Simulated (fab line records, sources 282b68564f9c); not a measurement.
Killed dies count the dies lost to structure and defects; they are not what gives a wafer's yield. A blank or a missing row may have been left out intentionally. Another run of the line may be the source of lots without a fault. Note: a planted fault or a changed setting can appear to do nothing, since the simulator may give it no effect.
fab line records | flow rit_cmos
[record] lots = 14 | wafers = 42 | last_day = 7
route steps=202 shown NWELL@36
lots that met no fault: taken from a fault-free run of the same line
start_h: the number of hours between the record's first day and the start of the first shown wafer of the lot | wait_h: how many hours have passed since the lot's step before this one | " as in the row above | L1.1+2: a single row standing in for several wafers | - either no value or no given start | * or withheld: withheld | < > ~ a bound
route shown NAME@n: names a module that has steps shown in the file, with the first one's number in the route | usual: the fault-free wafers' mean and standard deviation | same: alike in all rows | chamber/n: place in a boat | sites: the reading at each site | _std_site: the standard deviation of these | _edge_site: inner sites' mean taken away from outer sites' mean | radius_mm: how far each site lies from the wafer's centre | mask NAME#n: copy n | behind: the most recent tool/chamber to have shaped the wafer | hold: why the lot was held/for how many hours/how that ended | device: the transistor (n, p or np) that didn't switch | end of line: the route-end tests of the same wafers | a step given without rows: its recipe and nothing more | killed: dies lost to structure and defects at the first sort, not the wafer's yield | map: a wafer's dies, marking killed ones x, the rest . and places with no die _
set.NAME: setting as actually run; set.NAME@STEP: the setting as run at that earlier step | model.NAME: the simulator's own value behind a step, which no gauge read
one table for each step of the route and one row for each wafer, over a sample of lots
services: a tool's chamber out of use, with start hour (start_h, from the record's first day; less than 0 if before it), hours out, and reason
[[steps]]
[step RIT_NWELL_IMPLANT_08]
[recipe] species = P | energy_kev = 170 | dose_cm2 = 5e+13 | tilt_deg = 7
[usual] dose_ions_cm2 = 4.999e+13/5e+10
[same] implant_ion_amu = 31
lot.wafer | tool         | chamber | start_h | wait_h | dose_ions_cm2
L407.2    | implanter-02 | 0       | 22.89   | 0.2    | 4.997e+13
L407.5    | "            | 0       | "       | "      | 5e+13
L407.6    | "            | 0       | "       | "      | 4.997e+13
L408.3    | implanter-04 | 0       | 27.68   | 0.2    | 4.998e+13
L408.4    | "            | 0       | "       | "      | 4.999e+13
L408.6    | "            | 0       | "       | "      | 4.998e+13
L410.3    | implanter-01 | 0       | 36.65   | 0.2    | 4.999e+13
L410.4    | "            | 0       | "       | "      | 5.013e+13
L410.5    | "            | 0       | "       | "      | 4.997e+13
L411.3    | implanter-01 | 0       | 42.24   | 0.2    | 5.005e+13
L411.4    | "            | 0       | "       | "      | 5.002e+13
L411.5    | "            | 0       | "       | "      | 5e+13
L414.3    | implanter-04 | 0       | 57.02   | 0.2    | 4.999e+13
L414.5    | "            | 0       | "       | "      | 4.996e+13
L414.6    | "            | 0       | "       | "      | 4.994e+13
L415.2    | implanter-02 | 0       | 62.54   | 0.2    | 4.992e+13
L415.3    | "            | 0       | "       | "      | 4.991e+13
L415.4    | "            | 0       | "       | "      | 4.994e+13
L416.1    | implanter-01 | 0       | 66.78   | 0.2    | 5e+13
L416.5    | "            | 0       | "       | "      | 5e+13
L416.6    | "            | 0       | "       | "      | 5.004e+13
L418.3    | implanter-04 | 0       | 79.08   | 0.2    | 4.902e+13
L418.4    | "            | 0       | "       | "      | 4.899e+13
L418.5    | "            | 0       | "       | "      | 4.898e+13
L420.1    | implanter-04 | 0       | 87.93   | 0.2    | 4.889e+13
L420.3    | "            | 0       | "       | "      | 4.9e+13
L420.6    | "            | 0       | "       | "      | 4.891e+13
L421.2    | implanter-01 | 0       | 92.50   | 0.2    | 4.988e+13
L421.3    | "            | 0       | "       | "      | 4.992e+13
L421.6    | "            | 0       | "       | "      | 4.996e+13
L423.2    | implanter-01 | 0       | 101.26  | 0.2    | 4.995e+13
L423.4    | "            | 0       | "       | "      | 4.991e+13
L423.6    | "            | 0       | "       | "      | 5e+13
L425.2    | implanter-01 | 0       | 114.16  | 0.2    | 5.006e+13
L425.3    | "            | 0       | "       | "      | 5.011e+13
L425.6    | "            | 0       | "       | "      | 5.001e+13
L426.1    | implanter-01 | 0       | 118.66  | 0.2    | 5.001e+13
L426.4    | "            | 0       | "       | "      | 4.995e+13
L426.5    | "            | 0       | "       | "      | 4.995e+13
L430.4    | implanter-02 | 0       | 138.06  | 0.2    | 5.001e+13
L430.5    | "            | 0       | "       | "      | 4.993e+13
L430.6    | "            | 0       | "       | "      | 5.007e+13
[step RIT_WELLDRIVE_RS_MEAS_01]
[recipe] thk_meas_gauge = four-point-probe
[usual] NWELL_RS = 275.6/0.67
lot.wafer | tool          | chamber | start_h | wait_h | NWELL_RS[ohm/sq]
L407.2    | film_metro-03 | -       | 29.90   | 0.0    | 275.8
L407.5    | "             | -       | "       | "      | 275.5
L407.6    | "             | -       | "       | "      | 276.6
L408.3    | film_metro-04 | -       | 36.08   | 0.0    | 275.0
L408.4    | "             | -       | "       | "      | 275.2
L408.6    | "             | -       | "       | "      | 274.8
L410.3    | film_metro-03 | -       | 43.66   | 0.0    | 275.9
L410.4    | "             | -       | "       | "      | 276.4
L410.5    | "             | -       | "       | "      | 275.6
L411.3    | film_metro-02 | -       | 49.37   | 0.0    | 275.5
L411.4    | "             | -       | "       | "      | 274.9
L411.5    | "             | -       | "       | "      | 274.5
L414.3    | film_metro-04 | -       | 64.15   | 0.0    | 275.7
L414.5    | "             | -       | "       | "      | 275.5
L414.6    | "             | -       | "       | "      | 276.0
L415.2    | film_metro-04 | -       | 69.79   | 0.0    | 276.2
L415.3    | "             | -       | "       | "      | 275.6
L415.4    | "             | -       | "       | "      | 276.1
L416.1    | film_metro-04 | -       | 73.92   | 0.0    | 275.1
L416.5    | "             | -       | "       | "      | 275.9
L416.6    | "             | -       | "       | "      | 275.1
L418.3    | film_metro-02 | -       | 86.94   | 0.0    | 279.1
L418.4    | "             | -       | "       | "      | 278.4
L418.5    | "             | -       | "       | "      | 278.8
L420.1    | film_metro-04 | -       | 94.95   | 0.0    | 278.8
L420.3    | "             | -       | "       | "      | 279.1
L420.6    | "             | -       | "       | "      | 278.3
L421.2    | film_metro-02 | -       | 100.05  | 0.0    | 275.5
L421.3    | "             | -       | "       | "      | 274.8
L421.6    | "             | -       | "       | "      | 275.5
L423.2    | film_metro-02 | -       | 109.98  | 0.0    | 275.2
L423.4    | "             | -       | "       | "      | 275.2
L423.6    | "             | -       | "       | "      | 275.1
L425.2    | film_metro-04 | -       | 122.85  | 0.0    | 276.2
L425.3    | "             | -       | "       | "      | 276.5
L425.6    | "             | -       | "       | "      | 276.6
L426.1    | film_metro-04 | -       | 127.14  | 0.0    | 276.8
L426.4    | "             | -       | "       | "      | 276.2
L426.5    | "             | -       | "       | "      | 277.6
L430.4    | film_metro-04 | -       | 145.68  | 0.1    | 276.4
L430.5    | "             | -       | "       | "      | 276.1
L430.6    | "             | -       | "       | "      | 274.9
[[services]]
tool         | chamber | start_h | hours | kind
implanter-01 | -       | 36.80   | 3.0   | repair
implanter-04 | -       | 44.46   | 2.6   | repair
implanter-02 | -       | 49.55   | 4.1   | pm
implanter-01 | -       | 87.16   | 1.8   | repair
implanter-01 | -       | 96.89   | 0.7   | repair
implanter-04 | -       | 125.63  | 4.2   | pm
implanter-04 | -       | 133.28  | 2.0   | repair
[[key]]
[first_sign] step = RIT_NWELL_IMPLANT_08 | reading = dose_ions_cm2 | direction = down | sigmas = 20 | usual = 4.999e+13 | struck = 4.896e+13
[effect] step = RIT_WELLDRIVE_RS_MEAS_01 | reading = NWELL_RS | direction = up | sigmas = 4.6 | usual = 275.6 | struck = 278.7
met_at RIT_NWELL_IMPLANT_08
struck_lots L418,L420
tester_left_out L418,L420
onset_between 57.02 79.08
[fault] kind = process_parameter_drift | tool = implanter-04 | chamber = - | onset_h = 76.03 | steps = RIT_NWELL_IMPLANT_08 | channel = dose_cm2 | offset = -1.0534e+12 | shape = step | end_h = 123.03 | acts_in = these_recipes_only | stated = 5e+13
// tester_left_out: of these lots the tester's yield and bins aren't shown, on N5 and GAA mostly nor the transistor test; their killed dies are dies lost to structure and defects alone, not to doping, threshold or leakage, so they don't give the yield
